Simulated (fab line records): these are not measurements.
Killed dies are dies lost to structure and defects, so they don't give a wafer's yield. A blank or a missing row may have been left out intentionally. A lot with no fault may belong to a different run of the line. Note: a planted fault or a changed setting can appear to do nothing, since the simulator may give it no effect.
2 desks looking at one fault -- flow berkeley_cmos170 -- each desk has only its own numbers; what lay behind them comes last

DESK OF THE TOOL OWNER: pecvd-03
The tool's own readings at UCB170_V2_CVD_00 (deposits SiO2 from TEOS/O2, target thk 2000 nm, time 250 s): means of the sampled wafers that have a number, for each lot that ran on this tool. Any lot whose mean is over 4 standard deviations away from the usual mean is out of limits and marked OUT; that distance is given in the brackets.
Columns: A = heater_power_w at UCB170_V2_CVD_00, usual 271 W; B = rf_fwd_power_W at UCB170_V2_CVD_00, usual 548.3 W
lot,first seen here,A,B
L877,day 7 08:08,256,548.9
L881,day 8 10:54,239,546.9
L884,day 9 07:08,174,547.2
This desk's verdict: no lot among the 3 shows anything out of limits.

AT THE METROLOGY DESK
What the gauges read, lot by lot, whatever tool the lot ran on: means of the sampled wafers that have a number. Any lot whose mean is over 4 standard deviations away from the usual mean is out of limits and marked OUT; that distance is given in the brackets.
Columns: A = cd_nm at UCB170_M2_CD_MEAS_15, usual 700.0 nm; B = V2_TEOS_THK at UCB170_V2_THK_MEAS_01, usual 2007 nm
lot,first seen here,A,B
L877,day 7 07:32,700.3,2031
L880,day 7 18:44,699.9,2000
L879,day 7 19:45,700.6,2040
L881,day 8 10:18,701.6,1999
L884,day 9 06:33,700.4,1727 (-11) OUT
L887,day 9 16:43,700.8,2029
L889,day 9 17:14,700.2,2012
L890,day 10 06:16,699.3,1991
L893,day 10 21:34,701.0,2011
L894,day 10 23:16,698.3,2023
L895,day 11 12:19,699.6,1989
L897,day 12 06:48,701.4,1980
L899,day 12 17:46,699.9,2018
This desk's finding: out of limits on L884; first on L884, day 9 07:16 (V2_TEOS_THK at UCB170_V2_THK_MEAS_01). L877, L880, L879, L881, L887, L889, L890, L893, L894, L895, L897, L899 stayed within limits.

ALL TOGETHER
Metrology desk: alarm possible at day 9 07:16 on L884.
The tool owner's desk saw nothing out of limits.
Tool owner's desk: L884 on record, inside its limits.
On pecvd-03, each named lot ran UCB170_V2_CVD_00.

WHAT THE SIMULATOR HAD PUT IN
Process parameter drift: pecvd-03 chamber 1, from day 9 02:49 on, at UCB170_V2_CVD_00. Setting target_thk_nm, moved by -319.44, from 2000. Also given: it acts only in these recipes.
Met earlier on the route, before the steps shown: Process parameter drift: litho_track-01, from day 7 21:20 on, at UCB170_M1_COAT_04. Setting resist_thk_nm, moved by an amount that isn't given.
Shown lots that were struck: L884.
Per desk, hours elapsed from the start of the fault to the first reading out of limits: for the metrology desk, 4.
